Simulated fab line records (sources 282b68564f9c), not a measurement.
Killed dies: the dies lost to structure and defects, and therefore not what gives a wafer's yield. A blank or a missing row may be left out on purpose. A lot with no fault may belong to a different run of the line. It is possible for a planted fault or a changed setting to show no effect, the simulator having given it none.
Comparing a struck lot with a sound one | flow rit cmos | 15 out of 202 route steps
Sound: wafers L365.1, L365.3, L365.6. The struck wafers were L368.1, L368.2, L368.4. The cause is named last.
At each step with rows: each side's tool, then ch and its chambers, then its first start. Under that, the readings that differ: sound wafers | struck wafers | difference of the means | sigmas: that difference in standard deviations of wafers without a fault.
alike: a reading whose means differ by less than 2 such deviations, as well as words and numbers matching on both sides. not compared: withheld readings; readings where some wafer has no value; bounds like >300 that might hide an equal value; numbers whose values overlap and for which the record gives no deviation.
Wherever a step has rows on one side only, a row that says differs or no value, or a row with sigmas, the two part there. Numbers that have no deviation but don't overlap get no sigmas and don't part them. A reading missing from all wafers of one side parts the sides only when that side holds two or more wafers.

RIT_CONTACT_CVD_00: deposits SiO2 from TEOS, target thk 400 nm, time 61 s.
  sound on pecvd-03 ch 0,1, day 4 00:17; struck on pecvd-03 ch 0,1, day 4 16:06
  alike: heater power w
  not compared: since wet clean h
RIT_CONTACT_THK_MEAS_01:
  sound on film metro-04 at day 4 00:20; struck on film metro-02 at day 4 16:09
  alike: CONTACT_TEOS_THK
then, 6 steps without rows for these wafers: RIT_CONTACT_HMDS_02 (prime time 60 s); RIT_CONTACT_COAT_03 (resist thk 1000 nm); RIT_CONTACT_SOFTBAKE_04 (time 60 s); RIT_CONTACT_EXPOSE_05 (exposes mask M11, target cd 1000 nm); RIT_CONTACT_PEB_06; RIT_CONTACT_DEVELOP_07 (develop time 120 s).
RIT_CONTACT_CD_MEAS_08: the cd target is 1000 nm.
  sound on cd sem-02 at day 4 01:21; struck on cd sem-01 at day 4 17:11
  alike: cd nm
RIT_CONTACT_OVL_MEAS_09:
  sound on overlay-01 at day 4 01:29; struck on overlay-01 at day 4 17:18
  alike: CONTACT_OVL
then, 1 step without rows for these wafers: RIT_CONTACT_HARDBAKE_10 (time 60 s).
RIT_CONTACT_ETCH_11: etches SiO2 in CHF3/CF4/Ar, stops on TiSi2, target depth 480 nm, time 320 s.
  sound on rie diel-02 ch 0,1,2, day 4 01:43; struck on rie diel-03 ch 0,1,3, day 4 17:29
  alike: drypump motor current A, mfc ar sccm, oes product au, throttle valve pct
  not compared: rf hours counter h
RIT_CONTACT_STRIP_12: strips in O2, time 180 s.
  sound on plasma asher-03 ch 0,1, day 4 01:55; struck on plasma asher-03 ch 0,1, day 4 17:41
  reading          | sound             | struck            | difference | sigmas
  run length s (s) | 208.0 208.2 207.9 | 253.7 253.5 253.4 | +45.5      | +99 or more
  alike: drypump motor current A
  not compared: rf hours counter h
RIT_CONTACT_CD_MEAS_90: the cd target is 1000 nm.
  sound on cd sem-02 at day 4 02:05; struck on cd sem-02 at day 4 17:51
  alike: cd nm
RIT_M1_PROBE_99:
  sound on prober-02 at day 4 06:42; struck on prober-01 at day 4 22:22
  alike: killed at contacts, killed at front end, killed dies, killed open, killed short

## WHERE THEY PART
At RIT_CONTACT_STRIP_12 and nowhere else, as far as this record goes. Later steps at which nothing parts them and some readings are alike: RIT_CONTACT_CD_MEAS_90, RIT_M1_PROBE_99.

WHY: whatever the simulator had introduced
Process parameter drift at RIT_CONTACT_STRIP_12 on plasma asher-03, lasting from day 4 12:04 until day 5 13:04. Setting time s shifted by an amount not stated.
